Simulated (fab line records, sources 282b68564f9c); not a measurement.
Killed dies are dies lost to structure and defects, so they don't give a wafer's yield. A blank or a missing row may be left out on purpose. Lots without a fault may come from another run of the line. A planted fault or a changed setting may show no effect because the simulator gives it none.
fab line records | flow rit_cmos
record lots=15 wafers=45 last_day=8
route steps=202 shown ACTIVE@5 FOX1@21 NWELL@35 PWELL@49 M1@202
lots that met no fault: from a run of the same line without faults
start_h: hours from the record's first day to the start of the lot's first wafer shown | wait_h: hours since the lot's step before | " the same as in the row above | L1.1+2: a row that stands for several wafers | - no value, or no start given | * or withheld: withheld | < > ~ a bound
route shown NAME@n: a module of which the file shows steps, and the number in the route of the first | usual: mean/standard deviation of fault-free wafers | same: alike in all rows | chamber/n: place in a boat | sites: the reading at each site | _std_site: their standard deviation | _edge_site: outer sites' mean less inner sites' | radius_mm: how far each site lies from the wafer's centre | mask NAME#n: copy n | behind: the tool/chamber that last shaped the wafer | hold: why the lot was held/for how many hours/how that ended | device: the transistor (n, p or np) that didn't switch | end of line: the same wafers' tests at the end of the route | a step without rows: its recipe alone | killed: dies lost to structure and defects at the first sort, not the wafer's yield | map: a wafer's dies, x killed, . not, _ none there
set.NAME: the setting as run; set.NAME@STEP: as run at that earlier step | model.NAME: the simulator's own value behind a step, which no gauge read
steps of the route over a sample of lots; a table a step, a row a wafer
## steps
# step RIT_ACTIVE_THK_MEAS_04
# recipe reads=Si3N4_of_ACTIVE_CVD_03
# usual ACTIVE_NITRIDE_THK=150.3/1.4
# columns lot.wafer tool chamber start_h wait_h ACTIVE_NITRIDE_THK[nm]
L298.1 film_metro-04 - 23.72 0.0 148.0
L298.5 " - " " 147.5
L298.6 " - " " 148.8
L299.2 film_metro-02 - 29.57 0.0 151.2
L299.4 " - " " 151.3
L299.6 " - " " 153.0
L300.2 film_metro-04 - 36.81 0.0 152.3
L300.3 " - " " 152.4
L300.4 " - " " 151.3
L301.1 film_metro-02 - 38.86 0.0 149.2
L301.4 " - " " 149.5
L301.5 " - " " 148.2
L302.1 film_metro-01 - 44.34 0.0 148.2
L302.2 " - " " 147.9
L302.4 " - " " 149.5
L303.1 film_metro-04 - 49.96 0.0 151.2
L303.2 " - " " 151.0
L303.6 " - " " 150.9
L305.2 film_metro-04 - 59.52 0.0 149.3
L305.3 " - " " 150.6
L305.4 " - " " 150.0
L306.2 film_metro-01 - 63.54 0.0 151.6
L306.5 " - " " 152.4
L306.6 " - " " 152.5
L307.1 film_metro-02 - 69.58 0.0 150.8
L307.2 " - " " 148.9
L307.6 " - " " 149.9
L308.1 film_metro-02 - 74.43 0.0 150.9
L308.4 " - " " 151.0
L308.6 " - " " 149.5
L309.1 film_metro-01 - 78.53 0.0 152.7
L309.2 " - " " 151.9
L309.5 " - " " 151.0
L310.1 film_metro-01 - 84.56 0.0 152.8
L310.4 " - " " 151.1
L310.6 " - " " 153.7
L313.1 film_metro-04 - 100.30 0.0 149.3
L313.5 " - " " 148.4
L313.6 " - " " 149.1
L315.1 film_metro-04 - 108.53 0.0 149.4
L315.5 " - " " 150.0
L315.6 " - " " 149.6
L319.1 film_metro-02 - 129.40 0.0 151.5
L319.3 " - " " 149.5
L319.4 " - " " 151.1
# step RIT_FOX1_THK_MEAS_01
# recipe reads=SiO2_of_FOX1_OXIDATION_00
# usual FOX1_OXIDE_THK=352/6.4
# columns lot.wafer tool chamber start_h wait_h FOX1_OXIDE_THK[nm]
L298.1 film_metro-01 - 29.40 0.0 349
L298.5 " - " " 351
L298.6 " - " " 341
L299.2 film_metro-04 - 33.91 0.0 344
L299.4 " - " " 352
L299.6 " - " " 353
L300.2 film_metro-01 - 40.70 0.0 344
L300.3 " - " " 351
L300.4 " - " " 345
L301.1 film_metro-03 - 44.55 0.0 352
L301.4 " - " " 353
L301.5 " - " " 353
L302.1 film_metro-03 - 48.34 0.0 351
L302.2 " - " " 350
L302.4 " - " " 350
L303.1 film_metro-01 - 54.62 0.0 351
L303.2 " - " " 358
L303.6 " - " " 356
L305.2 film_metro-03 - 62.93 0.0 346
L305.3 " - " " 345
L305.4 " - " " 345
L306.2 film_metro-01 - 69.42 0.0 343
L306.5 " - " " 344
L306.6 " - " " 346
L307.1 film_metro-04 - 72.96 0.0 344
L307.2 " - " " 346
L307.6 " - " " 341
L308.1 film_metro-04 - 78.16 0.0 345
L308.4 " - " " 351
L308.6 " - " " 343
L309.1 film_metro-03 - 84.40 0.0 357
L309.2 " - " " 358
L309.5 " - " " 356
L310.1 film_metro-03 - 89.14 0.0 346
L310.4 " - " " 344
L310.6 " - " " 342
L313.1 film_metro-01 - 104.07 0.0 350
L313.5 " - " " 353
L313.6 " - " " 348
L315.1 film_metro-03 - 113.72 0.0 350
L315.5 " - " " 352
L315.6 " - " " 351
L319.1 film_metro-03 - 135.37 0.0 352
L319.3 " - " " 353
L319.4 " - " " 353
# step RIT_NWELL_HARDBAKE_07
# recipe resist=NOVOLAK temp_c=140 time_s=120
# usual chill_plate_temp_C=23.00/0.11 heater_power_total_W=52.03/0.065 plate_temp_C=140.00/0.15
# columns lot.wafer tool chamber start_h wait_h chill_plate_temp_C heater_power_total_W plate_temp_C
L298.1 litho_track-03 0 33.48 0.0 22.81 52.01 139.78
L298.5 " 0 " " 23.07 52.10 139.86
L298.6 " 0 " " 22.99 52.06 140.00
L299.2 litho_track-03 0 37.81 0.1 23.04 51.95 139.89
L299.4 " 0 " " 23.17 51.98 139.91
L299.6 " 0 " " 22.95 52.04 139.79
L300.2 litho_track-03 0 46.07 0.1 22.96 52.08 140.01
L300.3 " 0 " " 22.97 52.03 140.14
L300.4 " 0 " " 22.93 52.00 140.02
L301.1 litho_track-01 0 48.19 0.0 23.12 52.05 140.01
L301.4 " 0 " " 23.05 52.07 139.92
L301.5 " 0 " " 23.18 52.06 139.75
L302.1 litho_track-03 0 51.68 0.0 22.75 52.12 140.18
L302.2 " 0 " " 22.83 52.10 139.97
L302.4 " 0 " " 22.85 52.05 139.86
L303.1 litho_track-01 0 58.02 0.0 23.05 52.00 139.96
L303.2 " 0 " " 22.90 51.99 139.97
L303.6 " 0 " " 22.97 51.98 140.17
L305.2 litho_track-04 0 66.31 0.1 22.92 52.06 140.20
L305.3 " 0 " " 22.95 51.97 140.13
L305.4 " 0 " " 23.04 51.97 140.29
L306.2 litho_track-01 0 73.80 0.1 22.90 52.05 139.75
L306.5 " 0 " " 23.00 51.99 139.96
L306.6 " 0 " " 22.88 51.94 139.90
L307.1 litho_track-01 0 76.74 0.1 23.01 51.94 140.01
L307.2 " 0 " " 23.12 52.09 139.94
L307.6 " 0 " " 22.81 52.07 139.89
L308.1 litho_track-03 0 82.92 0.0 22.89 52.04 139.75
L308.4 " 0 " " 22.92 52.04 139.83
L308.6 " 0 " " 23.12 51.94 139.91
L309.1 litho_track-01 0 88.79 0.0 23.09 53.25 142.56
L309.2 " 0 " " 23.25 53.19 142.84
L309.5 " 0 " " 23.22 53.38 142.65
L310.1 litho_track-01 0 92.76 0.0 23.16 53.36 142.45
L310.4 " 0 " " 22.98 53.35 142.52
L310.6 " 0 " " 23.16 53.19 142.69
L313.1 litho_track-01 0 107.54 0.0 22.74 53.22 142.69
L313.5 " 0 " " 22.95 53.37 142.90
L313.6 " 0 " " 22.97 53.27 142.71
L315.1 litho_track-03 0 117.06 0.0 22.98 51.98 140.08
L315.5 " 0 " " 23.07 52.04 140.08
L315.6 " 0 " " 23.07 52.18 140.10
L319.1 litho_track-04 0 141.31 0.0 23.14 51.98 140.16
L319.3 " 0 " " 22.97 52.02 140.01
L319.4 " 0 " " 22.97 51.94 140.43
# step RIT_PWELL_TW_MEAS_10
# usual PWELL_TW=954/6.9
# columns lot.wafer tool chamber start_h wait_h PWELL_TW
L298.1 film_metro-02 - 35.73 0.1 959
L298.5 " - " " 957
L298.6 " - " " 959
L299.2 film_metro-02 - 39.91 0.1 958
L299.4 " - " " 964
L299.6 " - " " 961
L300.2 film_metro-02 - 48.17 0.1 956
L300.3 " - " " 964
L300.4 " - " " 962
L301.1 film_metro-02 - 50.37 0.1 958
L301.4 " - " " 960
L301.5 " - " " 958
L302.1 film_metro-02 - 53.94 0.1 968
L302.2 " - " " 964
L302.4 " - " " 964
L303.1 film_metro-03 - 60.15 0.1 951
L303.2 " - " " 954
L303.6 " - " " 955
L305.2 film_metro-04 - 68.53 0.1 947
L305.3 " - " " 942
L305.4 " - " " 939
L306.2 film_metro-03 - 76.02 0.1 960
L306.5 " - " " 956
L306.6 " - " " 960
L307.1 film_metro-03 - 78.86 0.1 962
L307.2 " - " " 959
L307.6 " - " " 963
L308.1 film_metro-04 - 85.05 0.1 942
L308.4 " - " " 944
L308.6 " - " " 950
L309.1 film_metro-03 - 91.04 0.1 955
L309.2 " - " " 954
L309.5 " - " " 956
L310.1 film_metro-04 - 94.89 0.1 942
L310.4 " - " " 949
L310.6 " - " " 948
L313.1 film_metro-04 - 109.79 0.1 952
L313.5 " - " " 945
L313.6 " - " " 944
L315.1 film_metro-02 - 119.31 0.1 963
L315.5 " - " " 967
L315.6 " - " " 961
L319.1 film_metro-03 - 143.56 0.1 950
L319.3 " - " " 956
L319.4 " - " " 949
# step RIT_M1_PROBE_99
# usual killed_at_contacts=0.1/0.3 killed_at_front_end=7/3.4 killed_dies=7/3.4 killed_open=3.6/2.1 killed_short=3.5/2.1
# same gross_dies=264 killed_at_M0_to_M3=0 killed_at_M4_up=0 killed_at_back_side=0 killed_at_other=0
# columns lot.wafer tool chamber start_h wait_h killed_at_contacts killed_at_front_end killed_dies killed_open killed_short
L298.1 prober-01 - 71.14 0.1 0 4 4 3 1
L298.5 prober-01 - 71.34 0.2 0 6 6 4 2
L298.6 prober-01 - 71.39 0.2 0 5 5 4 1
L299.2 prober-02 - 77.39 0.1 0 5 5 4 1
L299.4 prober-02 - 77.49 0.2 0 4 4 2 2
L299.6 prober-02 - 77.59 0.2 0 5 5 1 4
L300.2 prober-01 - 83.04 0.1 0 10 10 4 6
L300.3 prober-01 - 83.09 0.2 0 3 3 2 1
L300.4 prober-01 - 83.14 0.2 0 5 5 3 2
L301.1 prober-02 - 84.63 0.1 0 3 3 1 2
L301.4 prober-02 - 84.78 0.2 1 3 4 2 2
L301.5 prober-02 - 84.83 0.2 0 4 4 3 1
L302.1 prober-01 - 92.65 0.1 0 19 19 13 6
L302.2 prober-01 - 92.70 0.1 1 19 20 9 11
L302.4 prober-01 - 92.80 0.2 0 14 14 7 7
L303.1 prober-02 - 98.04 0.1 0 8 8 2 6
L303.2 prober-02 - 98.09 0.1 0 6 6 4 2
L303.6 prober-02 - 98.29 0.2 0 10 10 3 7
L305.2 prober-02 - 103.97 0.1 1 5 6 3 3
L305.3 prober-02 - 104.02 0.2 0 3 3 1 2
L305.4 prober-02 - 104.07 0.2 0 4 4 2 2
L306.2 prober-01 - 112.14 0.1 0 7 7 3 4
L306.5 prober-01 - 112.29 0.2 0 4 4 3 1
L306.6 prober-01 - 112.34 0.2 0 6 6 4 2
L307.1 prober-02 - 118.73 0.1 0 7 7 4 3
L307.2 prober-02 - 118.78 0.1 0 9 9 5 4
L307.6 prober-02 - 118.98 0.2 0 11 11 6 5
L308.1 prober-01 - 121.20 0.1 0 6 6 4 2
L308.4 prober-01 - 121.35 0.2 0 5 5 5 0
L308.6 prober-01 - 121.45 0.2 0 2 2 1 1
L309.1 prober-02 - 126.44 0.1 0 8 8 4 4
L309.2 prober-02 - 126.49 0.1 0 6 6 4 2
L309.5 prober-02 - 126.64 0.2 0 4 4 3 1
L310.1 prober-01 - 128.87 0.1 0 12 12 5 7
L310.4 prober-01 - 129.02 0.2 1 20 21 10 11
L310.6 prober-01 - 129.12 0.2 0 12 12 6 6
L313.1 prober-02 - 143.39 0.1 0 6 6 5 1
L313.5 prober-02 - 143.59 0.2 0 2 2 0 2
L313.6 prober-02 - 143.64 0.2 0 5 5 2 3
L315.1 prober-02 - 160.08 0.1 0 6 6 2 4
L315.5 prober-02 - 160.28 0.2 1 8 9 4 5
L315.6 prober-02 - 160.33 0.2 0 12 12 7 5
L319.1 prober-01 - 181.95 0.1 0 10 10 7 3
L319.3 prober-01 - 182.05 0.2 0 11 11 6 5
L319.4 prober-01 - 182.10 0.2 0 11 11 4 7
# killed by level:class
L298.1 GATE:geometric_particle:open=3 GATE:geometric_particle:short=1
L298.5 GATE:geometric_particle:open=2 FOX1:geometric_particle:open=1 GATE:geometric_particle:short=1 SILICIDE:geometric_particle:short=1 SILICIDE:geometric_particle:open=1
L298.6 FOX1:geometric_particle:open=1 GATE:geometric_particle:open=1 GATE:geometric_particle:short=1 SPACER:geometric_particle:open=1 SILICIDE:geometric_particle:open=1
L299.2 FOX1:geometric_particle:open=2 GATE:geometric_particle:open=2 GATE:geometric_particle:short=1
L299.4 FOX1:geometric_particle:short=1 GATE:geometric_particle:open=1 SILICIDE:geometric_particle:short=1 SILICIDE:geometric_particle:open=1
L299.6 FOX1:geometric_particle:short=2 GATE:geometric_particle:open=1 SPACER:geometric_particle:short=1 SILICIDE:geometric_particle:short=1
L300.2 FOX1:geometric_particle:short=2 GATE:geometric_particle:short=2 ACTIVE:geometric_particle:open=1 FOX1:geometric_particle:open=1 GATE:geometric_particle:open=1 REOX:geometric_particle:short=1 REOX:geometric_particle:open=1 SPACER:geometric_particle:short=1
L300.3 GATE:geometric_particle:short=1 GATE:geometric_particle:open=1 SPACER:geometric_particle:open=1
L300.4 REOX:geometric_particle:open=2 FOX1:geometric_particle:open=1 GATE:geometric_particle:short=1 REOX:geometric_particle:short=1
L301.1 GATE:geometric_particle:short=2 SILICIDE:geometric_particle:open=1
L301.4 FOX2:geometric_particle:open=1 SPACER:geometric_particle:open=1 SPACER:geometric_particle:short=1 CONTACT:geometric_particle:short=1
L301.5 GATE:geometric_particle:open=2 FOX2:geometric_particle:open=1 FOX2:geometric_particle:short=1
L302.1 GATE:geometric_particle:open=4 SILICIDE:geometric_particle:open=4 GATE:geometric_particle:short=3 REOX:geometric_particle:short=3 FOX2:geometric_particle:open=2 FOX1:geometric_particle:open=1 REOX:geometric_particle:open=1 SPACER:geometric_particle:open=1
L302.2 REOX:geometric_particle:open=6 GATE:geometric_particle:short=3 FOX1:geometric_particle:short=2 FOX2:geometric_particle:short=2 REOX:geometric_particle:short=2 FOX2:geometric_particle:open=1 SILICIDE:geometric_particle:open=1 GATE:geometric_particle:open=1
L302.4 FOX1:geometric_particle:short=4 REOX:geometric_particle:open=3 FOX1:geometric_particle:open=1 FOX2:geometric_particle:open=1 GATE:geometric_particle:short=1 GATE:geometric_particle:open=1 SPACER:geometric_particle:short=1 SILICIDE:geometric_particle:open=1
L303.1 FOX1:geometric_particle:short=3 GATE:geometric_particle:short=2 GATE:geometric_particle:open=1 REOX:geometric_particle:open=1 REOX:geometric_particle:short=1
L303.2 SPACER:geometric_particle:open=2 FOX1:geometric_particle:open=1 FOX1:geometric_particle:short=1 FOX2:geometric_particle:open=1 SPACER:geometric_particle:short=1
L303.6 GATE:geometric_particle:short=3 FOX1:geometric_particle:short=2 REOX:geometric_particle:short=2 REOX:geometric_particle:open=2 GATE:geometric_particle:open=1
L305.2 FOX1:geometric_particle:short=1 GATE:geometric_particle:open=1 REOX:geometric_particle:open=1 REOX:geometric_particle:short=1 SILICIDE:geometric_particle:open=1 CONTACT:geometric_particle:short=1
L305.3 REOX:geometric_particle:short=2 SILICIDE:geometric_particle:open=1
L305.4 FOX2:geometric_particle:short=1 GATE:geometric_particle:short=1 GATE:geometric_particle:open=1 SILICIDE:geometric_particle:open=1
L306.2 GATE:geometric_particle:short=3 GATE:geometric_particle:open=1 REOX:geometric_particle:open=1 SILICIDE:geometric_particle:short=1 SILICIDE:geometric_particle:open=1
L306.5 SILICIDE:geometric_particle:open=2 GATE:geometric_particle:open=1 GATE:geometric_particle:short=1
L306.6 GATE:geometric_particle:open=2 REOX:geometric_particle:short=1 SPACER:geometric_particle:open=1 SILICIDE:geometric_particle:open=1 SILICIDE:geometric_particle:short=1
L307.1 GATE:geometric_particle:open=3 GATE:geometric_particle:short=1 REOX:geometric_particle:open=1 SPACER:geometric_particle:short=1 SILICIDE:geometric_particle:short=1
L307.2 GATE:geometric_particle:open=3 GATE:geometric_particle:short=2 FOX1:geometric_particle:short=1 REOX:geometric_particle:open=1 SPACER:geometric_particle:open=1 SILICIDE:geometric_particle:short=1
L307.6 GATE:geometric_particle:short=4 GATE:geometric_particle:open=2 SPACER:geometric_particle:open=2 FOX1:geometric_particle:open=1 REOX:geometric_particle:short=1 REOX:geometric_particle:open=1
L308.1 GATE:geometric_particle:short=2 FOX2:geometric_particle:open=1 GATE:geometric_particle:open=1 SPACER:geometric_particle:open=1 SILICIDE:geometric_particle:open=1
L308.4 REOX:geometric_particle:open=2 FOX2:geometric_particle:open=1 GATE:geometric_particle:open=1 SPACER:geometric_particle:open=1
L308.6 REOX:geometric_particle:open=1 SILICIDE:geometric_particle:short=1
L309.1 GATE:geometric_particle:short=3 FOX1:geometric_particle:open=1 GATE:geometric_particle:open=1 REOX:geometric_particle:short=1 REOX:geometric_particle:open=1 SILICIDE:geometric_particle:open=1
L309.2 GATE:geometric_particle:short=2 SILICIDE:geometric_particle:open=2 FOX2:geometric_particle:open=1 GATE:geometric_particle:open=1
L309.5 GATE:geometric_particle:open=2 GATE:geometric_particle:short=1 REOX:geometric_particle:open=1
L310.1 SILICIDE:geometric_particle:short=5 GATE:geometric_particle:open=3 FOX1:geometric_particle:short=1 REOX:geometric_particle:open=1 SPACER:geometric_particle:short=1 SILICIDE:geometric_particle:open=1
L310.4 GATE:geometric_particle:open=6 GATE:geometric_particle:short=4 SPACER:geometric_particle:short=4 FOX1:geometric_particle:short=2 FOX1:geometric_particle:open=2 SILICIDE:geometric_particle:open=2 CONTACT:geometric_particle:short=1
L310.6 REOX:geometric_particle:open=3 GATE:geometric_particle:short=2 REOX:geometric_particle:short=2 SILICIDE:geometric_particle:short=2 FOX1:geometric_particle:open=1 GATE:geometric_particle:open=1 SPACER:geometric_particle:open=1
L313.1 GATE:geometric_particle:open=4 GATE:geometric_particle:short=1 REOX:geometric_particle:open=1
L313.5 FOX1:geometric_particle:short=1 GATE:geometric_particle:short=1
L313.6 GATE:geometric_particle:open=2 FOX1:geometric_particle:short=1 GATE:geometric_particle:short=1 SPACER:geometric_particle:short=1
L315.1 FOX2:geometric_particle:short=3 GATE:geometric_particle:short=1 GATE:geometric_particle:open=1 REOX:geometric_particle:open=1
L315.5 GATE:geometric_particle:open=2 SILICIDE:geometric_particle:short=2 GATE:geometric_particle:short=1 REOX:geometric_particle:short=1 REOX:geometric_particle:open=1 SILICIDE:geometric_particle:open=1 CONTACT:geometric_particle:short=1
L315.6 FOX2:geometric_particle:open=2 GATE:geometric_particle:short=2 GATE:geometric_particle:open=2 SILICIDE:geometric_particle:short=2 SILICIDE:geometric_particle:open=2 FOX1:geometric_particle:short=1 SPACER:geometric_particle:open=1
L319.1 FOX1:geometric_particle:open=3 FOX2:geometric_particle:open=2 SPACER:geometric_particle:open=2 SPACER:geometric_particle:short=2 GATE:geometric_particle:short=1
L319.3 GATE:geometric_particle:short=3 GATE:geometric_particle:open=3 SILICIDE:geometric_particle:short=2 SILICIDE:geometric_particle:open=2 FOX1:geometric_particle:open=1
L319.4 GATE:geometric_particle:open=3 GATE:geometric_particle:short=3 FOX1:geometric_particle:short=2 FOX1:geometric_particle:open=1 FOX2:geometric_particle:short=1 SILICIDE:geometric_particle:short=1
## key
first_sign step=RIT_NWELL_HARDBAKE_07 reading=heater_power_total_W direction=up sigmas=19 usual=52.03 struck=53.29
effect step=RIT_NWELL_HARDBAKE_07 reading=plate_temp_C direction=up sigmas=18 usual=* struck=*
met_at RIT_NWELL_HARDBAKE_07
struck_lots L309,L310,L313
tester_left_out L309,L310,L313
not_acting_at RIT_ACTIVE_THK_MEAS_04,RIT_FOX1_THK_MEAS_01,RIT_PWELL_TW_MEAS_10
onset_between 76.74 88.79
fault kind=process_parameter_drift tool=litho_track-01 chamber=- onset_h=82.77 steps=RIT_NWELL_HARDBAKE_07 channel=temp_c offset=* shape=step end_h=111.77 acts_in=* stated=*
# tester_left_out: of these lots the tester's yield and bins aren't shown, on N5 and GAA mostly nor the transistor test; their killed dies are dies lost to structure and defects alone, not to doping, threshold or leakage, so they don't give the yield
